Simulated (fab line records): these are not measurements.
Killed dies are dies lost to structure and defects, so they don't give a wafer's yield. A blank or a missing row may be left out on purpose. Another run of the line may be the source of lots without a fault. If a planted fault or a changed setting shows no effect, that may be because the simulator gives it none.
A struck lot beside a sound one + flow rit cmos + 18 out of 202 route steps
Sound: the wafers L888.2, L888.3, L888.5. Struck: wafers L902.2, L902.3, L902.5. At the end, the cause is stated.
Per side, at each step with rows, come the tool, then ch with its chambers, and then its first start. Under that, the readings that differ: sound wafers + struck wafers + difference of the means + sigmas: that difference in standard deviations of wafers without a fault.
alike: same words and numbers on both sides, and readings whose means sit less than 2 such deviations apart. not compared: any withheld reading, any reading some wafer has no value for, any bound like >300 that may hide the same value, and any number with overlapping values for which the record gives no deviation.
A row with sigmas, a row that says differs or no value, or rows on one side alone: a step with any of these is where the two part. When numbers do not overlap yet have no deviation, they are printed without sigmas and do not part them. A reading missing from all wafers of one side parts the sides only when that side holds two or more wafers.

first, 4 steps without rows for these wafers: RIT_PSD_SOFTBAKE_02 (time 60 s); RIT_PSD_EXPOSE_03 (exposes mask M10, target cd 40900 nm); RIT_PSD_PEB_04; RIT_PSD_DEVELOP_05 (develop time 50 s).
RIT_PSD_OVL_MEAS_06:
  sound on overlay-02, day 3 10:04; struck on overlay-01, day 6 09:01
| reading      | sound       | struck        | difference | sigmas |
|--------------|-------------|---------------|------------|--------|
| PSD_OVL (nm) | 2.2 1.4 2.9 | 0.0 -0.2 -0.6 | -2.4       | -2     |
then, 2 steps without rows for these wafers: RIT_PSD_HARDBAKE_07 (time 60 s); RIT_PSD_IMPLANT_08.
RIT_PSD_STRIP_09: strips in O2, time 180 s.
  sound on plasma asher-04 ch 0, day 3 10:23; struck on plasma asher-01 ch 0,1, day 6 09:20
  alike: drypump motor current A
  not compared: rf hours counter h
RIT_PSD_TW_MEAS_10:
  sound on film metro-04, day 3 10:34; struck on film metro-03, day 6 09:31
  alike: PSD_TW
then, 3 steps without rows for these wafers: RIT_SDANNEAL_CLEAN_00 (cleans in SC1, time 600 s); RIT_SDANNEAL_CLEAN_01 (cleans in dHF, time 30 s); RIT_SDANNEAL_CLEAN_02 (cleans in SC2, time 600 s).
RIT_SDANNEAL_RTA_03: time 5 s.
  sound on rtp anneal-02 ch 0, day 3 11:00; struck on rtp anneal-02 ch 0, day 6 09:57
  alike: wafer_temp_C_max
RIT_SDANNEAL_RS_MEAS_04: uses a four-point probe to measure.
  sound on film metro-04, day 3 11:04; struck on film metro-03, day 6 10:01
| reading         | sound             | struck            | difference | sigmas |
|-----------------|-------------------|-------------------|------------|--------|
| PSD_RS (ohm/sq) | 116.7 116.3 116.2 | 127.8 128.0 127.5 | +11.4      | +34    |
RIT_SDANNEAL_RS_MEAS_05: uses a four-point probe to measure.
  sound on film metro-04, day 3 11:11; struck on film metro-03, day 6 10:08
| reading         | sound             | struck            | difference | sigmas |
|-----------------|-------------------|-------------------|------------|--------|
| NSD_RS (ohm/sq) | 83.33 83.23 83.31 | 83.73 83.87 84.02 | +0.58      | +2     |
RIT_SDANNEAL_RS_MEAS_06: uses a four-point probe to measure.
  sound on film metro-04, day 3 11:19; struck on film metro-03, day 6 10:16
| reading          | sound             | struck            | difference | sigmas |
|------------------|-------------------|-------------------|------------|--------|
| PLDD_RS (ohm/sq) | 179.9 179.8 179.4 | 191.9 192.2 191.8 | +12.3      | +27    |
RIT_SDANNEAL_RS_MEAS_07: uses a four-point probe to measure.
  sound on film metro-04, day 3 11:26; struck on film metro-03, day 6 10:23
  alike: NLDD_RS
RIT_M1_PROBE_99:
  sound on prober-01, day 3 18:35; struck on prober-01, day 6 17:38
| reading                                           | sound                | struck               | difference | sigmas |
|---------------------------------------------------|----------------------|----------------------|------------|--------|
| model.etest.pmos turned.r on ohm um               | 3330 3454 3378       | 3790 3825 3978       | +477       |        |
| model.etest.pmos_0p3.r on ohm um                  | 6217 6366 6268       | 6664 6609 6673       | +365       |        |
| model.etest.pmos_0p15.r on ohm um                 | 2733 2859 2775       | 3017 3030 3109       | +263       |        |
| model.etest.pmos_0p15.drive ua um rim less centre | -1.911 2.877 -0.9742 | -37.33 -37.33 -38.52 | -37.72     |        |
| model.etest.pmos_0p15.drive ua um range           | 3.466 4.393 3.256    | 38.76 37.96 38.97    | +34.86     |        |
| model.etest.pldd.rs ohm sq rim less centre        | -9.555 -12.78 -1.674 | 41.04 32.54 38.34    | +45.31     |        |
| model.etest.pldd.rs ohm sq range                  | 13.16 15.46 8.288    | 42.67 36.89 39.83    | +27.49     |        |
| model.etest.pmos turned.drive ua um               | 197.9 187.3 193.5    | 163.7 162.4 154.1    | -32.8      |        |
  alike: killed at contacts, killed at front end, killed dies, killed open, killed short

WHERE THEY PART
Earliest at RIT_PSD_OVL_MEAS_06; latest, in this record, at RIT_SDANNEAL_RS_MEAS_06. Later steps at which nothing parts them and some readings are alike: RIT_SDANNEAL_RS_MEAS_07, RIT_M1_PROBE_99.

WHY: what had been put in by the simulator
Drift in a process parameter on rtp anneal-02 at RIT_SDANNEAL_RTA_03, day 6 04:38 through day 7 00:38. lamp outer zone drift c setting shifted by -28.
